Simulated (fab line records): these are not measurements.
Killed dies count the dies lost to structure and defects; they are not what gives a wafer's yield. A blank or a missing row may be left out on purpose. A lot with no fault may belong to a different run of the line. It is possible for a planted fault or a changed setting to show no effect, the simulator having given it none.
Which tool did it? -- flow ritCmos -- 13 lots, 39 wafers sampled, at 4 steps of a route of 202

## WHAT EACH GAUGE READ, for each wafer
RIT_CONTACT_OVL_MEAS_09. Usual: for CONTACT_OVL the level is -0.5 nm and the standard deviation is 1.2.
lot,measured,on,CONTACT_OVL (nm),flag
L920,day 3 09:56,overlay-02,0.4 -1.6 -1.8,
L921,day 3 13:52,overlay-01,-3.9 -1.1 -1.3,
L922,day 3 19:12,overlay-02,0.0 -0.1 1.2,
L925,day 4 11:09,overlay-02,-1.6 -0.2 -0.4,
L926,day 4 14:37,overlay-02,-0.5 0.7 1.0,
L927,day 4 19:46,overlay-02,-1.0 0.0 -0.6,
L930,day 5 11:16,overlay-01,0.6 0.7 -1.6,
L931,day 5 15:33,overlay-02,-0.8 -0.5 0.0,
L933,day 5 23:07,overlay-02,-0.1 -1.7 1.5,
L934,day 6 06:10,overlay-01,1.1 -1.3 0.3,
L937,day 6 19:22,overlay-01,-1.0 0.3 -0.4,
L940,day 7 09:23,overlay-01,-0.9 -1.4 0.2,
L942,day 7 22:38,overlay-01,-1.9 -1.4 -1.0,

RIT_M1_OVL_MEAS_10. Usual: for M1_OVL the level is -0.3 nm and the standard deviation is 1.3.
lot,measured,on,M1_OVL (nm),flag
L920,day 3 12:35,overlay-02,-0.6 0.7 -0.6,
L921,day 3 16:22,overlay-02,-0.3 1.0 1.3,
L922,day 3 21:42,overlay-02,-1.8 -1.1 -2.1,
L925,day 4 13:40,overlay-01,0.3 -1.0 -0.5,
L926,day 4 17:16,overlay-01,-1.0 -0.1 -0.3,
L927,day 4 22:16,overlay-02,-0.1 0.5 0.6,
L930,day 5 13:46,overlay-02,0.5 -1.1 1.1,
L931,day 5 18:03,overlay-01,2.0 -1.1 -1.7,
L933,day 6 01:41,overlay-02,-0.1 -0.2 -2.0,
L934,day 6 08:52,overlay-01,1.9 1.5,
L937,day 6 22:31,overlay-01,1.0 1.6 -1.2,
L940,day 7 12:01,overlay-01,-2.2 0.1 -2.6,
L942,day 8 01:16,overlay-01,1.0 0.1 1.3,

RIT_M1_BOW_MEAS_16. Usual: for M1_BOW the level is 18 um and the standard deviation is 6.8.
lot,measured,on,M1_BOW (um),flag
L920,day 3 15:14,filmMetro-03,34 13 30,
L921,day 3 18:47,filmMetro-03,19 20 8,
L922,day 4 00:08,filmMetro-02,12 16 12,
L925,day 4 16:05,filmMetro-03,31 0 19,
L926,day 4 19:43,filmMetro-02,30 22 23,
L927,day 5 00:52,filmMetro-02,19 18 9,
L930,day 5 16:22,filmMetro-03,27 20 14,
L931,day 5 20:30,filmMetro-04,19 13 13,
L933,day 6 04:31,filmMetro-03,24 9 24,
L934,day 6 11:19,filmMetro-02,16 29,
L937,day 7 00:58,filmMetro-02,17 11 27,
L940,day 7 14:26,filmMetro-03,15 26 11,
L942,day 8 03:43,filmMetro-03,21 23 8,

## WHAT TOOL EACH LOT RAN ON (gives the tool, then ch and the chambers of the sampled wafers, and finally the start)
lot,RIT_CONTACT_ETCH_11
L920,"rieDiel-01 ch 0,3, day 3 10:07"
L921,"rieDiel-03 ch 0,3, day 3 14:03"
L922,"rieDiel-02 ch 0,2,3, day 3 19:23"
L925,"rieDiel-01 ch 0,2,3, day 4 11:20"
L926,"rieDiel-03 ch 0,1,3, day 4 14:48"
L927,"rieDiel-02 ch 0,1, day 4 19:57"
L930,"rieDiel-03 ch 2,3, day 5 11:26"
L931,"rieDiel-03 ch 1,2,3, day 5 15:44"
L933,"rieDiel-01 ch 0,1,3, day 5 23:17"
L934,"rieDiel-03 ch 0,2,3, day 6 06:21"
L937,"rieDiel-01 ch 0,2,3, day 6 19:33"
L940,"rieDiel-02 ch 1,3, day 7 09:34"
L942,"rieDiel-02 ch 0,2,3, day 7 22:49"
- RIT_CONTACT_ETCH_11: etches SiO2 in CHF3/CF4/Ar, stops on TiSi2, target depth 480 nm, time 320 s.

## WHAT THE TOOLS THEMSELVES READ (means of the sampled wafers that have a number; where no wafer has one, the mark that the record gives instead)
RIT_CONTACT_ETCH_11. Usual: O2_flow_sccm 5.001 sccm, standard deviation 0.016; drypumpMotorCurrentA 5.9 A, standard deviation 0.49; oesProductAu 0.989 a.u., standard deviation 0.01; throttleValvePct 8.80 %, standard deviation 0.1.
lot,tool,O2_flow_sccm (sccm),drypumpMotorCurrentA (A),oesProductAu (a.u.),throttleValvePct (%),flag
L920,rieDiel-01,5.004,6.2,0.999,8.71,
L921,rieDiel-03,5.002,5.6,0.988,8.88,
L922,rieDiel-02,5.009,5.8,0.990,8.68,
L925,rieDiel-01,4.999,5.9,0.988,8.75,
L926,rieDiel-03,4.986,6.0,0.988,8.89,
L927,rieDiel-02,4.991,6.1,0.997,8.75,
L930,rieDiel-03,5.008,5.3,0.983,8.82,
L931,rieDiel-03,5.006,5.7,0.985,8.83,
L933,rieDiel-01,5.013,5.9,0.988,8.79,
L934,rieDiel-03,5.007,5.7,0.983,8.82,
L937,rieDiel-01,4.998,6.0,0.997,8.74,
L940,rieDiel-02,4.985,6.4,0.981,8.79,
L942,rieDiel-02,5.014,5.9,0.984,8.68,

## THE ANSWER, worked out from the rows above alone
Rule: a lot is off if the mean of its wafers that have a number lies more than 3 standard deviations from the usual mean. Also off: a lot with no number at a reading for which 4 or more lots have one. Where the step has rows for the other lots, those lots are counted as sound. Order of review: gauges by route order, followed by the tools' own readings, for which a lot's mean as printed above is used. The first step at which some lot is off is used, and at that step the reading that is off furthest; a lot without a number counts as furthest.
None of the lots is off at any reading shown; this tells nothing.

## WHAT THE SIMULATOR HAD INSERTED
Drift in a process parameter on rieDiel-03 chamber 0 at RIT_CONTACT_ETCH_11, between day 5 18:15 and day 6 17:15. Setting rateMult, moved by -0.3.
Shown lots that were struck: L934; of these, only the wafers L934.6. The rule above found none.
